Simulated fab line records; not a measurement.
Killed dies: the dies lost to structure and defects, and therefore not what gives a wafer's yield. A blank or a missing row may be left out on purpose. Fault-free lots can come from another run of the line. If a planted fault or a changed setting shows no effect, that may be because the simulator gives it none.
Struck lot and sound lot, side by side    flow berkeley cmos170    20 steps out of a route of 331
Sound: wafers L225.1, L225.2, L225.5. Struck: wafers L235.1, L235.2, L235.5. Last of all comes the cause.
Per side, at each step with rows, come the tool, then ch with its chambers, and then its first start. Under that, the readings that differ: sound wafers    struck wafers    difference of the means    sigmas: that difference in standard deviations of wafers without a fault.
alike: words and numbers the same on both sides, and readings whose means are apart by under 2 such deviations; not compared: readings that were withheld, readings missing a value for some wafer, numbers with overlapping values and no deviation given by the record, and bounds like >300 which may hide the same value.
The two part at a step that has a row with sigmas, a row that says differs or no value, or rows on one side only. Non-overlapping numbers with no deviation appear without sigmas and do not part them. A reading that every wafer of one side lacks parts them only if that side has two wafers or more.

UCB170_NLDD_CD_MEAS_06 targets a cd of 1200 nm.
  sound on cd sem-01 at day 7 19:51; struck on cd sem-01 at day 10 09:04
  alike: cd nm
UCB170_NLDD_OVL_MEAS_07:
  sound on overlay-01 at day 7 19:58; struck on overlay-02 at day 10 09:11
  alike: NLDD_OVL
then, 2 steps without rows for these wafers: UCB170_NLDD_IMPLANT_08; UCB170_NLDD_IMPLANT_09.
UCB170_NLDD_STRIP_10: strips in O2.
  sound on plasma asher-03 ch 0,1, day 7 20:18; struck on plasma asher-03 ch 0,1, day 10 09:32
  alike: drypump motor current A, oes product au, strip time to endpoint s
  not compared: rf hours counter h
UCB170_NLDD_TW_MEAS_11:
  sound on film metro-01 at day 7 20:24; struck on film metro-03 at day 10 09:38
reading  sound           struck          difference  sigmas
NLDD_TW  2204 2198 2218  2164 2181 2173  -34         -2
then, 1 step without rows for these wafers: UCB170_NLDD_CLEAN_12 (cleans in SPM, time 600 s).
UCB170_SPACER_CVD_00: deposits SiO2 from TEOS/O2, target thk 376 nm, time 47 s.
  sound on pecvd-02 ch 0,1, day 7 20:39; struck on pecvd-03 ch 0,1,2, day 10 09:52
  alike: heater power w
UCB170_SPACER_THK_MEAS_01:
  sound on film metro-02 at day 7 20:42; struck on film metro-04 at day 10 09:55
  alike: SPACER_TEOS_THK
then, 1 step without rows for these wafers: UCB170_SPACER_ANNEAL_02 (time 1800 s).
UCB170_SPACER_ETCHBACK_03: etches SiO2 in CHF3/CF4/Ar, stops on Si, target depth 376 nm, time 100 s.
  sound on rie diel-02 ch 1,2, day 8 06:38; struck on rie diel-04 ch 1,2,3, day 10 16:01
reading                 sound           struck          difference  sigmas
throttle valve pct (%)  6.39 6.21 6.21  6.63 6.61 6.49  +0.31       +3
  alike: cf4 flow sccm, drypump motor current A, oes product au
  not compared: rf hours counter h
then, 1 step without rows for these wafers: UCB170_PSD_HMDS_00 (prime time 60 s).
UCB170_PSD_COAT_01: resist thk 900 nm.
  struck on litho track-03, day 10 16:23; sound on litho track-03 ch 0, day 8 06:51
  no value came back on the struck wafers for chill plate temp C (C), dispense pressure kPa (kPa), resist line temp C (C); on the sound wafers chill plate temp C (C) reads 22.82 22.98 22.98
then, 4 steps without rows for these wafers: UCB170_PSD_SOFTBAKE_02 (time 60 s); UCB170_PSD_EXPOSE_03 (exposes mask PSELECT MOD, target cd 1200 nm); UCB170_PSD_PEB_04; UCB170_PSD_DEVELOP_05 (develop time 45 s).
UCB170_PSD_CD_MEAS_06 targets a cd of 1200 nm.
  sound on cd sem-01 at day 8 07:40; struck on cd sem-01 at day 10 17:27
reading     sound                 struck  difference                     sigmas
cd nm (nm)  1198.8 1199.3 1198.9  - - -   no value on the struck wafers  
UCB170_PSD_OVL_MEAS_07:
  sound on overlay-01 at day 8 07:47; struck on overlay-02 at day 10 17:34
reading       sound   struck  difference                     sigmas
PSD_OVL (nm)  -3 3 2  - - -   no value on the struck wafers  
UCB170_M3_PROBE_99:
  the record has rows for the struck wafers here (prober-01, day 12 02:47) and none for the sound ones

WHERE THEY PART
First at UCB170_NLDD_TW_MEAS_11; last, within this record, at UCB170_M3_PROBE_99.

WHY: what the simulator had put in
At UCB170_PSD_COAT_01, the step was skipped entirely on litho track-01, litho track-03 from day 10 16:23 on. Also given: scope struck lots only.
